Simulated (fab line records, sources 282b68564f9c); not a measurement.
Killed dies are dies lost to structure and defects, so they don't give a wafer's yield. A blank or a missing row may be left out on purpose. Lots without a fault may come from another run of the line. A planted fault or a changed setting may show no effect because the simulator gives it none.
One fault seen from 2 desks | flow rit_cmos | each desk has only its own numbers; what lay behind them comes last

THE METROLOGY DESK
What the gauges read, lot by lot, whatever tool the lot ran on: means of the sampled wafers that have a number. A lot is out of limits, marked OUT, if its mean lies more than 4 standard deviations from the usual mean; the brackets give that distance.
Columns: A = FOX2_OXIDE_THK at RIT_FOX2_THK_MEAS_01, usual 358 nm; B = FIELD_OXIDE_LEFT_1_THK at RIT_FOX2_THK_MEAS_90, usual 331 nm; C = FIELD_OXIDE_LEFT_2_THK at RIT_FOX2_THK_MEAS_91, usual 263 nm
lot  | first seen here | A              | B              | C
L143 | day 1 21:26     | 355            | 327            | 260
L144 | day 2 01:23     | 346            | 319            | 251
L145 | day 2 06:00     | 371            | 344            | 276
L146 | day 2 11:07     | 355            | 328            | 261
L147 | day 2 16:43     | 354            | 326            | 258
L148 | day 2 21:38     | 352            | 324            | 256
L149 | day 3 01:55     | 368            | 340            | 273
L150 | day 3 06:55     | 359            | 331            | 264
L151 | day 3 11:14     | 358            | 330            | 262
L152 | day 3 16:10     | 374            | 348            | 279
L153 | day 3 21:49     | 359            | 332            | 265
L163 | day 6 01:17     | 376            | 349            | 281
L165 | day 6 11:44     | 393 (+4.4) OUT | 367 (+4.4) OUT | 299 (+4.4) OUT
This desk's finding: out of limits on L165; first on L165, day 6 11:44 (FOX2_OXIDE_THK at RIT_FOX2_THK_MEAS_01). In limits: L143, L144, L145, L146, L147, L148, L149, L150, L151, L152, L153, L163.

THE TOOL OWNER'S DESK: furnace-03
The tool's own readings at RIT_FOX2_OXIDATION_00 (target thk 350.7 nm, ox time 1168 s): means of the sampled wafers that have a number, for each lot that ran on this tool. A lot is out of limits, marked OUT, if its mean lies more than 4 standard deviations from the usual mean; the brackets give that distance.
Columns: A = spike_tc_centre_C at RIT_FOX2_OXIDATION_00, usual 1102.1 C; B = spike_tc_load_C at RIT_FOX2_OXIDATION_00, usual 1126.2 C; C = spike_tc_source_C at RIT_FOX2_OXIDATION_00, usual 1127.8 C; D = tube_center_temp_C at RIT_FOX2_OXIDATION_00, usual 1100 C; E = tube_center_temp_C_max at RIT_FOX2_OXIDATION_00, usual 1102.8
lot  | first seen here | A                | B                 | C                | D                      | E
L143 | day 1 20:07     | 1101.5           | 1123.9            | 1127.9           | 1100                   | 1102.8
L145 | day 2 04:41     | 1100.9           | 1123.3            | 1128.8           | 1100                   | 1102.8
L149 | day 3 00:36     | 1100.8           | 1123.4            | 1127.2           | 1100                   | 1102.8
L163 | day 5 23:57     | 1116.5 (+12) OUT | 1138.6 (+5.4) OUT | 1142.9 (+13) OUT | 1115 (+99 or more) OUT | 1117.9 (+34) OUT
L165 | day 6 10:25     | 1116.6 (+12) OUT | 1139.0 (+5.6) OUT | 1142.0 (+12) OUT | 1115 (+99 or more) OUT | 1118.0 (+34) OUT
This desk's finding: out of limits on L163, L165; first on L163, day 5 23:57 (spike_tc_centre_C at RIT_FOX2_OXIDATION_00). In limits: L143, L145, L149.

PUT TOGETHER
The tool owner's desk could have raised an alarm at day 5 23:57, on L163, L165.
The metrology desk could have raised an alarm at day 6 11:44, on L165.
The metrology desk has L163 on record, within its limits.
Of the lots named, all ran RIT_FOX2_OXIDATION_00 on furnace-03.

WHAT THE SIMULATOR HAD PUT IN
Process parameter drift: furnace-03, from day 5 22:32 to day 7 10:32, at RIT_FOX2_OXIDATION_00. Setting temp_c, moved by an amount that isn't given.
Lots struck among those shown: L163, L165.
Hours from the fault's start to each desk's first reading out of limits: the tool owner's desk, 1; the metrology desk, 13.
